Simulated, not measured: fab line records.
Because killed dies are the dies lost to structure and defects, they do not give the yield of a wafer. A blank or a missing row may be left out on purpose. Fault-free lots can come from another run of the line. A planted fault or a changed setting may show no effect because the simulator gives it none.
Problem report in the 8D (eight disciplines) form, filled by code | flow berkeley-cmos170 | the parts of the form that need people (team, actions taken, sign-off) are left out

## 1. WHAT WENT WRONG
beam-energy-keV at UCB170_NLDD_IMPLANT_09 reads a mean of 31.048 on 6 wafers of 2 lots; wafers without a fault read 29.998 with a standard deviation of 0.0077. That is +99 or more standard deviations from the usual mean.
First observed at day 10 21:45: wafer L432.1, on implanter-03. Wafers with a number at this step in the record: 18, from 6 lots. Rule for "out" (also "out of limits"): further than 4 standard deviations from the usual mean. Any other wafer with a number is counted as sound.

## 2. WHAT IT IS, AND WHAT IT ISN'T
question                    | is                     | is not
which readings at this step | beam-energy-keV        | -
which lots                  | L432, L434             | L421, L425, L436, L439
which wafers of those lots  | all that have a number | -
read on which tools         | implanter-03           | implanter-04
when                        | from day 10 21:45      | up to then (6 sound wafers); but 6 sound wafers of L436, L439 came after

## 3. WHAT RULES OUT EACH SUSPECT
Counting: a tool stays on the suspect list if, at a process step up to the reading, it processed all lots that are out and no sound lot following the first of them.
- implanter-03 at UCB170_NLDD_IMPLANT_09: kept. It processed each lot that is out, first L432 at day 10 21:45, and no sound lot thereafter; up to then, the last sound lot it processed was L421 at day 8 15:21. Its own beam-energy-keV readings are out on those wafers.
The count leaves implanter-03 at UCB170_NLDD_IMPLANT_09.

## 4. THE CAUSE (what the simulator had put in)
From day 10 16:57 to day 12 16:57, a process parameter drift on implanter-03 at UCB170_NLDD_IMPLANT_09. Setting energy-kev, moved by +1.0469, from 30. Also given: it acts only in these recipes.
Only this tool survived the counting.

## 5. THE EFFECT CHAIN, in route order
One row per reading whose mean, taken over the struck wafers that have a number, lies over 3 standard deviations from the usual. Only readings whose record carries a usual standard deviation are examined. hours: median over the lots of the time between each lot's start at the first step of this table that gives one and its start at this step. sigmas: the change, counted in usual standard deviations.
hours | step                   | reading         | usual  | on struck wafers | change | sigmas
0     | UCB170_NLDD_IMPLANT_09 | beam-energy-keV | 29.998 | 31.048           | +1.050 | +99 or more
Its process steps:
- UCB170_NLDD_IMPLANT_09

## 6. HOW IT WOULD HAVE BEEN CAUGHT EARLIER
First out-of-limits reading in this record: day 10 21:45, which is 5 hours after fault onset at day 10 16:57.
